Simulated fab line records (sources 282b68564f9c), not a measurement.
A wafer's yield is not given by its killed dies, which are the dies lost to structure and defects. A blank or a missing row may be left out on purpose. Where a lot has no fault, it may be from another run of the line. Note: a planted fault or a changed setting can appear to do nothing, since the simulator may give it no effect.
What tool caused it? + flow rit cmos + 6 lots with 18 wafers sampled at 2 steps, on a route of 202 steps

== WHAT THE GAUGES READ, wafer by wafer ==
RIT_GATE_CD_MEAS_16 targets a cd of 150 nm.
| lot  | measured    | on        | cd nm (nm)        |
|------|-------------|-----------|-------------------|
| L335 | day 2 20:38 | cd sem-02 | 146.4 148.6 145.2 |
| L337 | day 3 05:23 | cd sem-02 | 152.0 151.6 150.5 |
| L340 | day 3 19:51 | cd sem-01 | 147.7 148.8 148.1 |
| L343 | day 4 15:11 | cd sem-02 | 149.7 148.7 149.1 |
| L345 | day 5 04:49 | cd sem-02 | 147.2 146.7 147.7 |
| L356 | day 7 11:55 | cd sem-02 | 150.3 150.7 149.6 |

== TOOL THAT RAN EACH LOT (tool first, then ch and the chambers of the sampled wafers, then the start) ==
| lot  | RIT_GATE_EXPOSE_13                 |
|------|------------------------------------|
| L335 | iline stepper-01 ch 0, day 2 20:14 |
| L337 | iline stepper-02 ch 0, day 3 04:59 |
| L340 | iline stepper-01 ch 0, day 3 19:27 |
| L343 | iline stepper-02 ch 0, day 4 14:47 |
| L345 | iline stepper-02 ch 0, day 5 04:25 |
| L356 | iline stepper-01 ch 0, day 7 11:25 |
- RIT_GATE_EXPOSE_13: exposes mask M6, target cd 150 nm.

== THE ANSWER, worked out from the rows above alone ==
Rule: the lots themselves supply what counts as usual. The widest of any qualifying gaps counts: lots, ordered by their means at a reading, are off when they make up no more than a third of the lots, leave a main group of 4 or more, and stand apart from it by 3 or more times the standard deviation of that group's means. The tables above print the reading to a certain number of digits; a main group whose means all agree to those digits is not used. A lot without any number at a reading at which 4 lots or more have one is off too. The other lots that the step has rows for count as sound.
None of the lots is off at any reading shown; this tells nothing.

== WHAT THE SIMULATOR PUT IN ==
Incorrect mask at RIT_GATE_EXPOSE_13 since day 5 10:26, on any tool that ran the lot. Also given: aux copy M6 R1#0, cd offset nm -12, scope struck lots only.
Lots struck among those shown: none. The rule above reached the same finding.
